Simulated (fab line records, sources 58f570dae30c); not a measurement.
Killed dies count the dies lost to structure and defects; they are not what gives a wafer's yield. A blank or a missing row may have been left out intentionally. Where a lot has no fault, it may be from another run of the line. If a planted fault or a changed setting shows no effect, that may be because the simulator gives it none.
Problem report in the 8D (eight disciplines) form, filled by code | flow berkeleyCmos170 | the parts of the form that need people (team, actions taken, sign-off) are left out

== 1. THE ISSUE ==
Wafers without a fault read 158.6 s, standard deviation 0.38; runLengthS at UCB170_M1_METAL_ETCH_12 reads a mean of 149.9 s on 3 wafers belonging to 2 lots. Relative to the usual mean, that is a shift of -23 standard deviations.
The step: etches Al in Cl2/BCl3, stops on PSG, target depth 780 nm, time 130 s.
The first sign was on wafer L142.6 at day 10 18:42, on rieMetal-01. The record holds 42 wafers of 14 lots with a number at this step. Rule for "out" (also "out of limits"): further than 4 standard deviations from the usual mean. Any other wafer with a number is counted as sound.

== 2. WHAT THIS IS AND IS NOT ==
question                    | is                       | is not
which readings at this step | runLengthS, oesProductAu | chamberPressureMTorr, drypumpMotorCurrentA, throttleValvePct
which lots                  | L142, L143               | L124, L125, L126, L127, L129, L130, L131, L133, L134, L144, L145, L146
which wafers of those lots  | L142.6, L143.2, L143.3   | L142.2, L142.4, L143.1
read on which tools         | rieMetal-01              | rieMetal-03, rieMetal-04
when                        | from day 10 18:42        | up to then (29 sound wafers); but 10 sound wafers of L143, L144, L145, L146 came after

== 3. WHAT RULES OUT EACH SUSPECT ==
Counting: a tool at a process step up to the reading stays a suspect if it ran every lot that is out. Sound lots after the first of them don't rule it out here, since some wafers of a struck lot are sound.
- rieMetal-01 at UCB170_M1_METAL_ETCH_12 (etches Al in Cl2/BCl3, stops on PSG, target depth 780 nm, time 130 s): kept. Every lot that is out went through it, the first being L142 (day 10 18:42); the last sound lot it ran before that was L127 (day 8 09:28). Its own readings are out on those wafers: oesProductAu, runLengthS.
- The sound lot-mates ran in chamber 1 of rieMetal-01 at UCB170_M1_METAL_ETCH_12, but the wafers that are out ran in chamber 0.
The count leaves rieMetal-01 at UCB170_M1_METAL_ETCH_12.

== 4. THE CAUSE (what the simulator had put in) ==
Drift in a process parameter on rieMetal-01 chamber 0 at UCB170_M1_METAL_ETCH_12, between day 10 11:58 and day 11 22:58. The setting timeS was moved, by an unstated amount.
This tool alone remained once counting was done.

== 5. THE CHAIN OF EFFECTS, in route order ==
Each row: a reading where the mean over the struck wafers with a number is more than 3 standard deviations away from the usual. Readings are gone through only where the record gives a usual standard deviation; hours: the median, over the lots, of the time from a lot's start at the first step in this table giving one to that lot's start at this step; sigmas: the change measured in usual standard deviations.
hours | step                    | reading      | usual      | on struck wafers | change | sigmas
0     | UCB170_M1_METAL_ETCH_12 | oesProductAu | 0.863 a.u. | 0.932            | +0.069 | +4.9
0     | UCB170_M1_METAL_ETCH_12 | runLengthS   | 158.6 s    | 149.9            | -8.7   | -23
The process steps in it:
- UCB170_M1_METAL_ETCH_12: etches Al in Cl2/BCl3, stops on PSG, target depth 780 nm, time 130 s.
Later steps that measure or inspect, where all struck wafers having a row at the step show a number for every such reading and not one has moved that far: UCB170_V1_CD_MEAS_90.

== 6. WHAT WOULD HAVE CAUGHT IT SOONER ==
In this record the first reading out of limits was taken at day 10 18:42, 7 hours after the fault began at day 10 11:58.
